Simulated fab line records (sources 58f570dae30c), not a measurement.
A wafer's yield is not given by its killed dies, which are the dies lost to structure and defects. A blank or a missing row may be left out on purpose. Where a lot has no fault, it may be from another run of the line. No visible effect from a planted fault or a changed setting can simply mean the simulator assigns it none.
Comparing a struck lot with a sound one | flow berkeley_cmos170 | 24 out of 331 route steps
Sound: the wafers L264.1, L264.4, L264.5. The struck wafers were L268.3, L268.4, L268.6. The cause is given at the end.
Order at every step that has rows: each side's tool, ch and its chambers, its first start. Under that, the readings that differ: sound wafers | struck wafers | difference of the means | sigmas: that difference in standard deviations of wafers without a fault.
alike: readings whose means differ by less than 2 such deviations, and words and numbers that are the same on both sides. not compared: withheld readings, readings that some wafer has no value for, bounds like >300 that may hide the same value, and numbers for which the record gives no deviation and whose values overlap.
Wherever a step has rows on one side only, a row that says differs or no value, or a row with sigmas, the two part there. Numbers that don't overlap but have no deviation are shown without sigmas and don't part them. A reading that every wafer of one side lacks parts them only if that side has two wafers or more.

UCB170_NWELL_ETCH_13: etches Si3N4 in CH3F/Ar/O2, stops on SiO2, target depth 246.4 nm, time 154 s.
  sound on rie_diel-03 ch 0,1,3, day 4 11:53; struck on rie_diel-03 ch 1,3, day 5 06:47
  alike: drypump_motor_current_A, oes_product_au, throttle_valve_pct
  not compared: rf_hours_counter_h
next, for these wafers, 1 step has no rows: UCB170_NWELL_IMPLANT_14.
UCB170_NWELL_STRIP_15: strips in O2.
  sound on plasma_asher-04 ch 0, day 4 12:08; struck on plasma_asher-04 ch 0,1, day 5 07:04
  alike: drypump_motor_current_A, oes_product_au, strip_time_to_endpoint_s
  not compared: rf_hours_counter_h
UCB170_NWELL_TW_MEAS_16:
  struck on film_metro-04, day 5 07:10; sound on film_metro-01, day 4 12:14
  reading  | sound          | struck         | difference | sigmas
  NWELL_TW | 1215 1218 1217 | 1253 1255 1248 | +35        | +3
then, 6 steps without rows for these wafers: UCB170_NWELL_CLEAN_17 (cleans in SPM, time 600 s); UCB170_NWELL_WET_ETCH_18 (etches Si3N4 in H3PO4, time 14400 s); UCB170_NWELL_WET_ETCH_19 (etches SiO2 in BOE, time 22 s); UCB170_PWELL_CLEAN_00 (cleans in SPM, time 600 s); UCB170_PWELL_CLEAN_01 (cleans in dHF, time 60 s); UCB170_PWELL_OXIDATION_02 (target thk 26.4 nm, ox time 1260 s).
UCB170_PWELL_THK_MEAS_03:
  struck on film_metro-04, day 5 17:19; sound on film_metro-01, day 5 02:11
  alike: PWELL_OXIDE_THK
then, 1 step without rows for these wafers: UCB170_PWELL_ANNEAL_04 (time 900 s).
UCB170_PWELL_CVD_05: deposits Si3N4 from SiH2Cl2/NH3, target thk 220 nm, time 3300 s.
  sound on lpcvd-01 ch 1, day 5 08:51; struck on lpcvd-01 ch 1, day 5 22:49
  reading                                 | sound             | struck            | difference | sigmas
  sih2cl2_flow_sccm (sccm)                | 24.88 24.82 24.83 | 20.01 20.05 20.05 | -4.81      | -67
  model.Si3N4_of_PWELL_CVD_05.thk_nm (nm) | 216.8 216 216.1   | 209 208.8 208.3   | -8         |
  alike: zone_power_load_pct
UCB170_PWELL_THK_MEAS_06:
  struck on film_metro-03, day 6 00:45; sound on film_metro-04, day 5 10:46
  reading                | sound             | struck            | difference | sigmas
  PWELL_NITRIDE_THK (nm) | 216.8 216.2 216.2 | 209.0 208.7 208.2 | -7.8       | -4
then, 6 steps without rows for these wafers: UCB170_PWELL_HMDS_07 (prime time 60 s); UCB170_PWELL_COAT_08 (resist thk 900 nm); UCB170_PWELL_SOFTBAKE_09 (time 60 s); UCB170_PWELL_EXPOSE_10 (exposes mask PWELL, target cd 3000 nm); UCB170_PWELL_PEB_11; UCB170_PWELL_DEVELOP_12 (develop time 45 s).
UCB170_PWELL_OVL_MEAS_13:
  struck on overlay-01, day 6 02:17; sound on overlay-01, day 5 12:11
  alike: PWELL_OVL
UCB170_PWELL_ETCH_14: etches Si3N4 in CH3F/Ar/O2, stops on SiO2, target depth 242 nm, time 151 s.
  sound on rie_diel-01 ch 0,1,2, day 5 12:14; struck on rie_diel-03 ch 2,3, day 6 02:18
  reading                  | sound           | struck          | difference | sigmas
  model.etch.depth_nm (nm) | 216.8 216 216.1 | 209 208.8 208.3 | -8         |
  alike: drypump_motor_current_A, oes_product_au, throttle_valve_pct
  not compared: rf_hours_counter_h
next, for these wafers, 1 step has no rows: UCB170_PWELL_IMPLANT_15.
UCB170_M3_PROBE_99:
  the record holds rows for the sound wafers here (prober-02, day 10 20:35) but none for the struck ones

## WHERE THEY PART
First at UCB170_NWELL_TW_MEAS_16; last, within this record, at UCB170_M3_PROBE_99.

WHY: what had been put in by the simulator
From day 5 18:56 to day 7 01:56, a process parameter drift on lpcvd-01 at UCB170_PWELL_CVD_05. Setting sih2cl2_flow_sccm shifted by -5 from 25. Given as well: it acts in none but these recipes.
